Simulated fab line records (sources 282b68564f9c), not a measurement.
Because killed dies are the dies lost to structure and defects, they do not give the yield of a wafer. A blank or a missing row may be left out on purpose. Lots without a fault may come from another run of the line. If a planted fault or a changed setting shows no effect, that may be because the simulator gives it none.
Which of the tools did it? | flow rit-cmos | 14 lots with 42 wafers sampled at 2 steps, on a route of 202 steps

WHAT THE GAUGES READ, wafer by wafer
The record lacks any reading of a measuring or inspecting step that a usual standard deviation could be used to judge.

WHICH TOOL RAN EACH LOT (tool, then ch and the chambers of the sampled wafers, then the start)
lot  | RIT_PSD_HMDS_00                  | RIT_M1_PROBE_99
L573 | litho-track-04 ch 0, day 3 13:16 | -
L574 | litho-track-01 ch 0, day 3 15:05 | -
L575 | litho-track-04 ch 0, day 3 22:36 | -
L576 | litho-track-01 ch 0, day 4 01:32 | -
L577 | litho-track-04 ch 0, day 4 06:25 | -
L578 | litho-track-02 ch 0, day 4 10:12 | prober-02, day 4 20:31
L580 | litho-track-04 ch 0, day 4 23:29 | -
L581 | litho-track-04 ch 0, day 5 03:06 | -
L582 | litho-track-01 ch 0, day 5 06:52 | -
L583 | litho-track-04 ch 0, day 5 14:13 | -
L585 | litho-track-04 ch 0, day 6 05:13 | -
L587 | litho-track-01 ch 0, day 6 12:05 | -
L592 | litho-track-01 ch 0, day 7 19:16 | -
L594 | litho-track-01 ch 0, day 8 09:05 | -
- RIT_PSD_HMDS_00: prime time 60 s.
- RIT_M1_PROBE_99

WHAT THE TOOLS THEMSELVES READ (means of the sampled wafers that have a number; where no wafer has one, the mark that the record gives instead)
RIT_PSD_HMDS_00. Usual: chill-plate-temp-C 23.00 C, standard deviation 0.091; prime-temp-c 139.99 C, standard deviation 0.13.
lot  | tool           | chill-plate-temp-C (C) | prime-temp-c (C) | flag
L573 | litho-track-04 | 22.85                  | 140.07           |
L574 | litho-track-01 | 23.04                  | 140.06           |
L575 | litho-track-04 | 22.94                  | 140.15           |
L576 | litho-track-01 | 23.01                  | 139.77           |
L577 | litho-track-04 | 23.07                  | 139.82           |
L578 | litho-track-02 | 22.93                  | 139.93           |
L580 | litho-track-04 | 23.11                  | 140.05           |
L581 | litho-track-04 | 22.93                  | 139.97           |
L582 | litho-track-01 | 23.11                  | 139.99           |
L583 | litho-track-04 | 23.06                  | 146.36           | OFF
L585 | litho-track-04 | 23.01                  | 146.25           | OFF
L587 | litho-track-01 | 23.04                  | 140.14           |
L592 | litho-track-01 | 23.04                  | 139.87           |
L594 | litho-track-01 | 23.08                  | 139.94           |

RIT_M1_PROBE_99. Usual: killed_at_M0_to_M3 0.0, standard deviation 0.14; killed-at-contacts 0.0, standard deviation 0.25; killed-at-front-end 6.6, standard deviation 2.7; killed-dies 6.7, standard deviation 2.7; killed-open 3.3, standard deviation 1.9; killed-short 3.4, standard deviation 1.9.
lot  | tool      | killed_at_M0_to_M3 | killed-at-contacts | killed-at-front-end | killed-dies | killed-open | killed-short | flag
L578 | prober-02 | 0.0                | 0.0                | 5.0                 | 5.0         | 2.0         | 2.7          |

THE ANSWER, worked out from the rows above alone
Rule: a lot counts as off when the mean over its wafers that have a number is more than 3 standard deviations away from the usual mean. Also off: a lot with no number at a reading for which 4 or more lots have one. All remaining lots with rows at the step are treated as sound. Order of review: gauges by route order, followed by the tools' own readings, for which a lot's mean as printed above is used. The first step at which some lot is off is used, and at that step the reading that is off furthest; a lot without a number counts as furthest.
Off: L583, L585 (RIT_PSD_HMDS_00, prime-temp-c).
A tool fits if, at that step or a process step before it, it ran every lot that is off, and no sound lot after the first of them. One candidate fits, namely litho-track-04 at RIT_PSD_HMDS_00. A fault onset in the window from L581 (day 5 03:06, its last sound lot) to L583 (day 5 14:13, its first lot off) fits.
On the lots that are off, the tool's own readings at RIT_PSD_HMDS_00 differ by more than 5 times the standard deviation of the sound lots' means, which bears it out; prime-temp-c reads 146.31 C there versus 139.98 C on the sound lots.

WHAT THE SIMULATOR HAD PUT IN
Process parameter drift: litho-track-04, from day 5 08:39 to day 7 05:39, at RIT_PSD_HMDS_00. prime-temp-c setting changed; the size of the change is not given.
Shown lots that were struck: L583, L585. Same finding as the rule above.
